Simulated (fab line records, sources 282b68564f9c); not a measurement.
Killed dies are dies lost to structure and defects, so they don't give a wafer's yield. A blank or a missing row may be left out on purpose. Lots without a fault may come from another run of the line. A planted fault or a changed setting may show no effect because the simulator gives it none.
Split-lot experiment | flow rit_cmos | 5 lots, 23 wafers read, on a route of 202 steps

THE SPLIT
At RIT_CONTACT_CVD_00 (deposits SiO2 from TEOS, target thk 400 nm, time 61 s), the setting time_s was moved away from the recipe's 61 s on 10 of the 23 wafers read, by -10.0% to +13.3%. The other wafers ran this setting at the recipe's value.

The file shows no step between the split and the reading.

THE READING
CONTACT_TEOS_THK, in nm, at RIT_CONTACT_THK_MEAS_01. Fault-free wafers of this fab line usually give 401 nm, standard deviation 5.1 nm.

wafer  | tool, chamber at the split | time_s as run, s | against the recipe | CONTACT_TEOS_THK, nm | against lot-mates on the recipe
L074.2 | pecvd-04, 0                | 61               | recipe             | 394                  | -
L074.4 | pecvd-04, 1                | 61               | recipe             | 401                  | -
L074.6 | pecvd-04, 2                | 61               | recipe             | 401                  | -
L076.1 | pecvd-02, 1                | 61               | recipe             | 395                  | -
L076.2 | pecvd-02, 0                | 61               | recipe             | 403                  | -
L076.3 | pecvd-02, 2                | 64.2             | +5.2%              | 427                  | +28
L076.5 | pecvd-02, 2                | 64.2             | +5.2%              | 434                  | +35
L076.6 | pecvd-02, 1                | 64.2             | +5.2%              | 421                  | +22
L079.1 | pecvd-04, 1                | 61               | recipe             | 403                  | -
L079.2 | pecvd-04, 0                | 54.9             | -10.0%             | 361                  | -44
L079.3 | pecvd-04, 2                | 61               | recipe             | 402                  | -
L079.4 | pecvd-04, 2                | 61               | recipe             | 411                  | -
L079.6 | pecvd-04, 0                | 54.9             | -10.0%             | 369                  | -36
L080.1 | pecvd-02, 0                | 63.82            | +4.6%              | 412                  | +15
L080.2 | pecvd-02, 2                | 61               | recipe             | 395                  | -
L080.3 | pecvd-02, 1                | 61               | recipe             | 395                  | -
L080.4 | pecvd-02, 0                | 63.82            | +4.6%              | 419                  | +22
L080.6 | pecvd-02, 2                | 61               | recipe             | 402                  | -
L084.1 | pecvd-01, 1                | 69.1             | +13.3%             | 454                  | +47
L084.2 | pecvd-01, 0                | 69.1             | +13.3%             | 454                  | +47
L084.4 | pecvd-01, 2                | 61               | recipe             | 408                  | -
L084.5 | pecvd-01, 1                | 61               | recipe             | 406                  | -
L084.6 | pecvd-01, 0                | 69.1             | +13.3%             | 463                  | +56

THE FIT
A straight line over all 23 wafers: CONTACT_TEOS_THK changes by +4.04 nm for each +1% of time_s; r = +0.97; the points scatter about the line by 5.7 nm.
The same after taking each lot's own level away (the mean of its wafers on the recipe; 23 wafers): +3.96 nm for each +1%; r = +0.98; scatter 5 nm.
On that fit, the largest move of time_s shifts the reading by 53 nm.
The lots' own levels span 397.3 to 407.0 nm, that is 1.9 times the standard deviation above.
So the lot-to-lot level changes the slope little: the two slopes agree.
Check: with one of the wafers moved furthest among these (+13.3%) left out of the fit, the line predicts +54.9 nm for it against its lot-mates. It came out at +47 nm against them.

OTHER SPLITS ON THESE WAFERS
These wafers also went through other splits before the reading. Each is held against what the fit with the lots' levels taken away leaves over:
other split on the same wafers  | wafers away from the commonest value | r with CONTACT_TEOS_THK (lot level and that fit taken away)
RIT_GATE_ETCH_19 rf_w           | 5                                    | -0.45
RIT_REOX_OXIDATION_03 ox_time_s | 15                                   | -0.29
RIT_NLDD_IMPLANT_08 energy_kev  | 5                                    | +0.41
RIT_PLDD_COAT_01 spin_rpm       | 5                                    | +0.11

THE WHOLE CHAIN: every reading that the file lists as answering this split, in the file's order
step                    | what it does                                                                | reading                                                                        | change (the file's fit)              | r (the file's)
RIT_CONTACT_CVD_00      | deposits SiO2 from TEOS, target thk 400 nm, time 61 s                       | SiO2_of_CONTACT_CVD_00.thk_nm (the simulator's own value, which no gauge read) | +3.98 nm for each +1% of the setting | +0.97
RIT_CONTACT_THK_MEAS_01 |                                                                             | CONTACT_TEOS_THK                                                               | +3.98 for each +1% of the setting    | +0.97
RIT_CONTACT_ETCH_11     | etches SiO2 in CHF3/CF4/Ar, stops on TiSi2, target depth 480 nm, time 320 s | etch.depth_nm (the simulator's own value, which no gauge read)                 | +3.98 nm for each +1% of the setting | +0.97
RIT_CONTACT_ETCH_11     | etches SiO2 in CHF3/CF4/Ar, stops on TiSi2, target depth 480 nm, time 320 s | CONTACT.feature_depth_nm (the simulator's own value, which no gauge read)      | +3.98 nm for each +1% of the setting | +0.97

THE FILE'S OWN FIT
CONTACT_TEOS_THK changes by +3.98 nm for each +1% of time_s, r = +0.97.
